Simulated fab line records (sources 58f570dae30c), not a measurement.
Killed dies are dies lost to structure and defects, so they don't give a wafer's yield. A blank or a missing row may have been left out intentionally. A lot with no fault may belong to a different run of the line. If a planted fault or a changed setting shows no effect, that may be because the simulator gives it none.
Split-lot experiment || flow berkeley_cmos170 || route with 331 steps; 5 lots, 23 wafers read

SPLIT DETAILS
At UCB170_PFIELD_IMPLANT_07, the setting energy_kev was moved away from the recipe's 80 on 8 of the 23 wafers read, by -4.6% to +4.7%. This setting was run at the recipe's value on the other wafers.

The reading is taken at the split's own step.

THE READING
implant.drp_nm (the simulator's own value, which no gauge read), in nm, at UCB170_PFIELD_IMPLANT_07. The file does not state a usual value for it.

{"wafer": "L076.1", "tool, chamber at the split": "implanter-03, 0", "energy_kev as run": 83.23, "against the recipe": "+4.0%", "implant.drp_nm, nm": 76.26, "against lot-mates on the recipe": "+1.40"}
{"wafer": "L076.3", "tool, chamber at the split": "implanter-03, 0", "energy_kev as run": 83.23, "against the recipe": "+4.0%", "implant.drp_nm, nm": 76.26, "against lot-mates on the recipe": "+1.40"}
{"wafer": "L076.4", "tool, chamber at the split": "implanter-03, 0", "energy_kev as run": 83.23, "against the recipe": "+4.0%", "implant.drp_nm, nm": 76.26, "against lot-mates on the recipe": "+1.40"}
{"wafer": "L076.2", "tool, chamber at the split": "implanter-03, 0", "energy_kev as run": 80, "against the recipe": "recipe", "implant.drp_nm, nm": 74.86, "against lot-mates on the recipe": "-"}
{"wafer": "L076.5", "tool, chamber at the split": "implanter-03, 0", "energy_kev as run": 80, "against the recipe": "recipe", "implant.drp_nm, nm": 74.86, "against lot-mates on the recipe": "-"}
{"wafer": "L080.2", "tool, chamber at the split": "implanter-02, 0", "energy_kev as run": 83.75, "against the recipe": "+4.7%", "implant.drp_nm, nm": 76.47, "against lot-mates on the recipe": "+1.61"}
{"wafer": "L080.3", "tool, chamber at the split": "implanter-02, 0", "energy_kev as run": 83.75, "against the recipe": "+4.7%", "implant.drp_nm, nm": 76.47, "against lot-mates on the recipe": "+1.61"}
{"wafer": "L080.4", "tool, chamber at the split": "implanter-02, 0", "energy_kev as run": 80, "against the recipe": "recipe", "implant.drp_nm, nm": 74.86, "against lot-mates on the recipe": "-"}
{"wafer": "L080.5", "tool, chamber at the split": "implanter-02, 0", "energy_kev as run": 80, "against the recipe": "recipe", "implant.drp_nm, nm": 74.86, "against lot-mates on the recipe": "-"}
{"wafer": "L080.6", "tool, chamber at the split": "implanter-02, 0", "energy_kev as run": 80, "against the recipe": "recipe", "implant.drp_nm, nm": 74.86, "against lot-mates on the recipe": "-"}
{"wafer": "L082.1", "tool, chamber at the split": "implanter-02, 0", "energy_kev as run": 76.31, "against the recipe": "-4.6%", "implant.drp_nm, nm": 73.15, "against lot-mates on the recipe": -1.71}
{"wafer": "L082.3", "tool, chamber at the split": "implanter-02, 0", "energy_kev as run": 76.31, "against the recipe": "-4.6%", "implant.drp_nm, nm": 73.15, "against lot-mates on the recipe": -1.71}
{"wafer": "L082.5", "tool, chamber at the split": "implanter-02, 0", "energy_kev as run": 76.31, "against the recipe": "-4.6%", "implant.drp_nm, nm": 73.15, "against lot-mates on the recipe": -1.71}
{"wafer": "L082.4", "tool, chamber at the split": "implanter-02, 0", "energy_kev as run": 80, "against the recipe": "recipe", "implant.drp_nm, nm": 74.86, "against lot-mates on the recipe": "-"}
{"wafer": "L082.6", "tool, chamber at the split": "implanter-02, 0", "energy_kev as run": 80, "against the recipe": "recipe", "implant.drp_nm, nm": 74.86, "against lot-mates on the recipe": "-"}
{"wafer": "L081.1", "tool, chamber at the split": "implanter-02, 0", "energy_kev as run": 80, "against the recipe": "recipe", "implant.drp_nm, nm": 74.86, "against lot-mates on the recipe": "-"}
{"wafer": "L081.2", "tool, chamber at the split": "implanter-02, 0", "energy_kev as run": 80, "against the recipe": "recipe", "implant.drp_nm, nm": 74.86, "against lot-mates on the recipe": "-"}
{"wafer": "L081.4", "tool, chamber at the split": "implanter-02, 0", "energy_kev as run": 80, "against the recipe": "recipe", "implant.drp_nm, nm": 74.86, "against lot-mates on the recipe": "-"}
{"wafer": "L081.5", "tool, chamber at the split": "implanter-02, 0", "energy_kev as run": 80, "against the recipe": "recipe", "implant.drp_nm, nm": 74.86, "against lot-mates on the recipe": "-"}
{"wafer": "L081.6", "tool, chamber at the split": "implanter-02, 0", "energy_kev as run": 80, "against the recipe": "recipe", "implant.drp_nm, nm": 74.86, "against lot-mates on the recipe": "-"}
{"wafer": "L084.2", "tool, chamber at the split": "implanter-02, 0", "energy_kev as run": 80, "against the recipe": "recipe", "implant.drp_nm, nm": 74.86, "against lot-mates on the recipe": "-"}
{"wafer": "L084.4", "tool, chamber at the split": "implanter-02, 0", "energy_kev as run": 80, "against the recipe": "recipe", "implant.drp_nm, nm": 74.86, "against lot-mates on the recipe": "-"}
{"wafer": "L084.6", "tool, chamber at the split": "implanter-02, 0", "energy_kev as run": 80, "against the recipe": "recipe", "implant.drp_nm, nm": 74.86, "against lot-mates on the recipe": "-"}

FIT RESULTS
A straight line over all 23 wafers: implant.drp_nm changes by +0.357 nm for each +1% of energy_kev; r = +1.00; the points scatter about the line by 0.028 nm.
The same after taking each lot's own level away (the mean of its wafers on the recipe; 23 wafers): +0.357 nm for each +1%; r = +1.00; scatter 0.028 nm.
Per that fit: largest energy_kev move, reading shift of 1.7 nm.
The lots' own levels span 74.860 to 74.860 nm.
The two slopes are in agreement: the lot-to-lot level therefore moves the slope only a little.
Check: with one of the wafers moved furthest among these (+4.7%) left out of the fit, the line predicts +1.66 nm for it against its lot-mates. Against them it came out at +1.61 nm.

ADDITIONAL SPLITS CARRIED BY THESE WAFERS
Other splits were also applied to these wafers ahead of the reading. Each is held against what the fit with the lots' levels taken away leaves over:
{"other split on the same wafers": "UCB170_ZERO_COAT_01 resist_thk_nm", "wafers away from the commonest value": 5, "r with implant.drp_nm (lot level and that fit taken away)": "+0.03"}
{"other split on the same wafers": "UCB170_ZERO_DEVELOP_05 dev_temp_c", "wafers away from the commonest value": 8, "r with implant.drp_nm (lot level and that fit taken away)": "+0.23"}
{"other split on the same wafers": "UCB170_NWELL_COAT_07 resist_thk_nm", "wafers away from the commonest value": 10, "r with implant.drp_nm (lot level and that fit taken away)": "+0.03"}
{"other split on the same wafers": "UCB170_NWELL_DEVELOP_11 dev_temp_c", "wafers away from the commonest value": 8, "r with implant.drp_nm (lot level and that fit taken away)": -0.38}
{"other split on the same wafers": "UCB170_ACTIVE_COAT_08 spin_rpm", "wafers away from the commonest value": 12, "r with implant.drp_nm (lot level and that fit taken away)": "+0.11"}

THE WHOLE CHAIN: every reading that the file lists as answering this split, in the file's order
{"step": "UCB170_PFIELD_IMPLANT_07", "what it does": "", "reading": "implant.rp_nm (the simulator's own value, which no gauge read)", "change (the file's fit)": "+2.17 nm for each +1% of the setting", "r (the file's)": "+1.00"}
{"step": "UCB170_PFIELD_IMPLANT_07", "what it does": "", "reading": "implant.drp_nm (the simulator's own value, which no gauge read)", "change (the file's fit)": "+0.354 nm for each +1% of the setting", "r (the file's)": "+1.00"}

FILE'S OWN FIT
implant.drp_nm changes by +0.354 nm for each +1% of energy_kev, r = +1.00.
